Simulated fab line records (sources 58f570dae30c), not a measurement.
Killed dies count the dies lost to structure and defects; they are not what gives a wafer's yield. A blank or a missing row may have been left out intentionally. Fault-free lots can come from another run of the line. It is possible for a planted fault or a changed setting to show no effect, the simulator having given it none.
fab line records	flow berkeley_cmos170	part 2 of 2: steps 32 to 43 of 43
record lots=5	wafers=15	last_day=11
route steps=331 shown SACOX@97 SCREENOX@100 NVT@104 PVT@115 GATE@125 FIELD@126
lots that met no fault: taken from a fault-free run of the same line
start_h: hours from the record's opening day to when the first of the lot's shown wafers began	wait_h: how many hours have passed since the lot's step before this one	" repeats the value in the row above	L1.1+2: one row covering several wafers at once	- value missing, or start not given	* or withheld: withheld	< > ~ a bound
route shown NAME@n: NAME is a module with steps in the file, n the number in the route of the first one	usual: mean/standard deviation taken from wafers without a fault	same: alike in all rows	chamber/n: place in a boat	sites: per-site readings	_std_site: the values' standard deviation	_edge_site: the outer-site mean with the inner-site mean subtracted	radius_mm: how far each site lies from the wafer's centre	mask NAME#n: copy n	behind: the tool/chamber that last shaped the wafer	hold: the reason the lot was held/the length of the hold in hours/how it ended	device: transistor that didn't switch, given as n, p or np	end of line: the same wafers' tests at the end of the route	a step with no rows: only its recipe	killed: not the wafer's yield, but the dies lost to structure and defects at the first sort	map: a wafer's dies, x killed, . not, _ none there
set.NAME: the setting the step ran with; set.NAME@STEP: the setting that earlier step ran with	model.NAME: the simulator's own value behind a step, which no gauge read
lots at some steps of the route; a table a step, a row a wafer
services: from which hour (start_h, from the record's first day; less than 0 if before it) a tool's chamber was out of use, for how many hours, and why
## steps
# step UCB170_GATE_THK_MEAS_02
# recipe reads=SiO2_of_GATE_OXIDATION_01
# usual GATE_OXIDE_THK=6.56/0.12
lot.wafer	tool	chamber	start_h	wait_h	GATE_OXIDE_THK[nm]
L077.1	film_metro-04	-	123.67	0.0	6.34
L077.2	"	-	"	"	6.45
L077.6	"	-	"	"	6.33
L081.1	film_metro-03	-	144.08	0.1	6.40
L081.2	"	-	"	"	6.29
L081.4	"	-	"	"	6.63
L087.1	film_metro-04	-	164.16	0.0	6.60
L087.4	"	-	"	"	6.62
L087.6	"	-	"	"	6.59
L094.1	film_metro-03	-	202.13	0.0	6.46
L094.2	"	-	"	"	6.32
L094.3	"	-	"	"	6.38
L095.4	film_metro-02	-	217.89	0.0	6.65
L095.5	"	-	"	"	6.53
L095.6	"	-	"	"	6.70
# step UCB170_GATE_ANNEAL_03
# recipe temp_c=900	time_s=1800	ambient=N2
# usual spike_tc_centre_C=903.4/1.2	zone_power_source_pct=28.7/2.2
# same time_s=1800
lot.wafer	tool	chamber	start_h	wait_h	spike_tc_centre_C	zone_power_source_pct
L077.1	furnace-04	0	125.00	1.3	905.1	26.5
L077.2	"	0	"	"	904.4	27.0
L077.6	"	0	"	"	905.3	27.0
L081.1	furnace-01	0	144.85	0.8	904.3	31.3
L081.2	"	0	"	"	902.5	31.1
L081.4	"	0	"	"	902.5	31.3
L087.1	furnace-04	0	165.09	0.9	903.2	27.1
L087.4	"	0	"	"	904.8	27.0
L087.6	"	0	"	"	905.1	27.2
L094.1	furnace-02	0	204.22	2.1	903.4	26.3
L094.2	"	0	"	"	902.8	26.4
L094.3	"	0	"	"	903.2	26.6
L095.4	furnace-04	0	219.11	1.2	905.1	26.2
L095.5	"	0	"	"	903.0	26.7
L095.6	"	0	"	"	904.5	27.1
# step UCB170_GATE_CVD_04
# recipe material=poly-Si	temp_c=610	precursor=SiH4	time_s=1440	pressure_mtorr=375	target_thk_nm=214	sih4_flow_sccm=120
# usual spike_tc_centre_C=614.0/1	zone_power_source_pct=12.9/1.1
# same time_s=1440
lot.wafer	tool	chamber	start_h	wait_h	spike_tc_centre_C	zone_power_source_pct
L077.1	lpcvd-02	0	127.57	1.1	614.1	13.2
L077.2	"	0	"	"	612.5	13.1
L077.6	"	0	"	"	613.7	13.0
L081.1	lpcvd-02	0	146.35	0.0	614.1	13.4
L081.2	"	0	"	"	611.7	13.2
L081.4	"	0	"	"	614.1	13.4
L087.1	lpcvd-02	1	166.59	0.0	615.6	11.3
L087.4	"	1	"	"	614.0	11.3
L087.6	"	1	"	"	614.2	11.2
L094.1	lpcvd-01	0	206.13	0.4	614.4	14.5
L094.2	"	0	"	"	613.0	14.5
L094.3	"	0	"	"	614.3	14.6
L095.4	lpcvd-02	0	221.04	0.4	616.1	13.2
L095.5	"	0	"	"	612.1	13.3
L095.6	"	0	"	"	613.4	13.1
# step UCB170_GATE_THK_MEAS_05
# recipe reads=poly-Si_of_GATE_CVD_04
# usual GATE_POLY_THK=213.3/2.2
lot.wafer	tool	chamber	start_h	wait_h	GATE_POLY_THK[nm]
L077.1	film_metro-02	-	129.67	0.0	214.2
L077.2	"	-	"	"	212.8
L077.6	"	-	"	"	214.8
L081.1	film_metro-03	-	148.51	0.1	213.7
L081.2	"	-	"	"	213.4
L081.4	"	-	"	"	213.6
L087.1	film_metro-04	-	168.05	0.1	214.8
L087.4	"	-	"	"	212.7
L087.6	"	-	"	"	215.8
L094.1	film_metro-02	-	208.23	0.0	212.2
L094.2	"	-	"	"	213.4
L094.3	"	-	"	"	213.1
L095.4	film_metro-02	-	222.47	0.0	211.2
L095.5	"	-	"	"	211.5
L095.6	"	-	"	"	212.3
# step UCB170_GATE_COAT_06
# recipe resist=BARC	temp_c=withheld	time_s=withheld	spin_rpm=3000	resist_thk_nm=withheld
lot.wafer	tool	chamber	start_h	wait_h
L077.1+2+6	litho_track-01	0	129.73	0.1
L081.1+2+4	litho_track-04	0	148.96	0.4
L087.1+4+6	litho_track-01	0	168.23	0.2
L094.1+2+3	litho_track-04	0	208.37	0.1
L095.4+5+6	litho_track-01	0	222.58	0.1
# step UCB170_GATE_COAT_07
# recipe resist=KrF	spin_rpm=1500	resist_thk_nm=900
lot.wafer	tool	chamber	start_h	wait_h
L077.1+2+6	litho_track-01	0	-	-
L081.1+2+4	litho_track-04	0	-	-
L087.1+4+6	litho_track-01	0	-	-
L094.1+2+3	litho_track-04	0	-	-
L095.4+5+6	litho_track-01	0	-	-
# step UCB170_GATE_SOFTBAKE_08
# recipe resist=KrF	temp_c=130	time_s=60
# same time_s=60
lot.wafer	tool	chamber	start_h	wait_h
L077.1+2+6	litho_track-01	0	-	-
L081.1+2+4	litho_track-04	0	-	-
L087.1+4+6	litho_track-01	0	-	-
L094.1+2+3	litho_track-04	0	-	-
L095.4+5+6	litho_track-01	0	-	-
# step UCB170_GATE_EXPOSE_09
# recipe mask_id=POLY	target_cd_nm=350	na=0.5	sigma_outer=0.6	source_shape=conventional	dose_mj=21
# usual focus_offset_nm=0.0/0.52
lot.wafer	tool	chamber	start_h	wait_h	mask	focus_offset_nm
L077.1	krf_scanner-02	0	130.31	-	POLY#0	0.6
L077.2	"	0	"	"	POLY#0	-0.3
L077.6	"	0	"	"	POLY#0	-0.6
L081.1	krf_scanner-02	0	149.59	-	POLY#0	0.5
L081.2	"	0	"	"	POLY#0	0.2
L081.4	"	0	"	"	POLY#0	-0.4
L087.1	krf_scanner-01	0	168.97	-	POLY#0	0.6
L087.4	"	0	"	"	POLY#0	0.5
L087.6	"	0	"	"	POLY#0	0.5
L094.1	krf_scanner-02	0	208.94	-	POLY#0	-0.7
L094.2	"	0	"	"	POLY#0	0.8
L094.3	"	0	"	"	POLY#0	0.7
L095.4	krf_scanner-02	0	223.38	-	POLY#0	0.4
L095.5	"	0	"	"	POLY#0	0.8
L095.6	"	0	"	"	POLY#0	0.5
# step UCB170_GATE_PEB_10
# recipe peb_temp_c=130	peb_time_s=withheld	resist=KrF
lot.wafer	tool	chamber	start_h	wait_h
L077.1+2+6	litho_track-01	0	130.46	0.1
L081.1+2+4	litho_track-03	0	149.77	0.2
L087.1+4+6	litho_track-04	0	169.10	0.1
L094.1+2+3	litho_track-01	0	209.19	0.2
L095.4+5+6	litho_track-03	0	223.51	0.1
# step UCB170_GATE_DEVELOP_11
# recipe developer=TMAH	develop_time_s=45	resist=KrF	dev_temp_c=21
lot.wafer	tool	chamber	start_h	wait_h
L077.1+2+6	litho_track-01	0	-	-
L081.1+2+4	litho_track-03	0	-	-
L087.1+4+6	litho_track-04	0	-	-
L094.1+2+3	litho_track-01	0	-	-
L095.4+5+6	litho_track-03	0	-	-
# step UCB170_GATE_CD_MEAS_12
# recipe target_cd_nm=350
# usual cd_nm=350.2/1.3
lot.wafer	tool	chamber	start_h	wait_h	cd_nm
L077.1	cd_sem-02	-	130.73	-	350.7
L077.2	"	-	"	"	350.8
L077.6	"	-	"	"	351.2
L081.1	cd_sem-02	-	150.08	-	348.4
L081.2	"	-	"	"	349.4
L081.4	"	-	"	"	349.0
L087.1	cd_sem-02	-	169.38	-	349.8
L087.4	"	-	"	"	349.4
L087.6	"	-	"	"	350.2
L094.1	cd_sem-01	-	209.46	-	351.5
L094.2	"	-	"	"	350.4
L094.3	"	-	"	"	349.5
L095.4	cd_sem-01	-	223.77	-	350.0
L095.5	"	-	"	"	350.8
L095.6	"	-	"	"	350.5
# step UCB170_GATE_OVL_MEAS_13
# usual GATE_OVL=0/4.6
lot.wafer	tool	chamber	start_h	wait_h	GATE_OVL[nm]
L077.1	overlay-01	-	130.85	0.1	-1
L077.2	"	-	"	"	-12
L077.6	"	-	"	"	-7
L081.1	overlay-01	-	150.20	0.1	-2
L081.2	"	-	"	"	7
L081.4	"	-	"	"	3
L087.1	overlay-01	-	169.50	0.1	1
L087.4	"	-	"	"	-5
L087.6	"	-	"	"	0
L094.1	overlay-02	-	209.58	0.1	6
L094.2	"	-	"	"	-6
L094.3	"	-	"	"	-2
L095.4	overlay-02	-	223.85	0.1	3
L095.5	"	-	"	"	-1
L095.6	"	-	"	"	2
## services
tool	chamber	start_h	hours	kind
furnace-01	-	85.60	14.0	repair
krf_scanner-01	-	88.93	0.8	pm
plasma_asher-04	-	108.75	9.0	pm
plasma_asher-04	0	108.75	9.0	vent_cycle
plasma_asher-04	1	108.75	9.0	vent_cycle
krf_scanner-02	-	114.45	4.4	pm
plasma_asher-04	0	117.75	-	clean
implanter-02	-	118.54	4.3	pm
implanter-01	-	127.94	1.4	repair
krf_scanner-01	-	129.60	1.6	repair
krf_scanner-02	-	141.81	0.8	pm
implanter-03	-	147.51	4.6	pm
krf_scanner-02	-	169.03	3.6	pm
krf_scanner-02	-	173.44	0.6	repair
krf_scanner-01	-	177.07	1.0	pm
furnace-02	-	177.44	3.2	pm
furnace-02	-	180.60	2.3	pm
implanter-04	-	184.56	3.4	pm
implanter-02	-	186.32	0.7	repair
furnace-03	-	191.45	4.0	pm
implanter-03	-	192.75	3.1	repair
krf_scanner-02	-	194.81	1.3	pm
lpcvd-02	-	205.12	6.1	pm
plasma_asher-02	-	215.74	5.9	repair
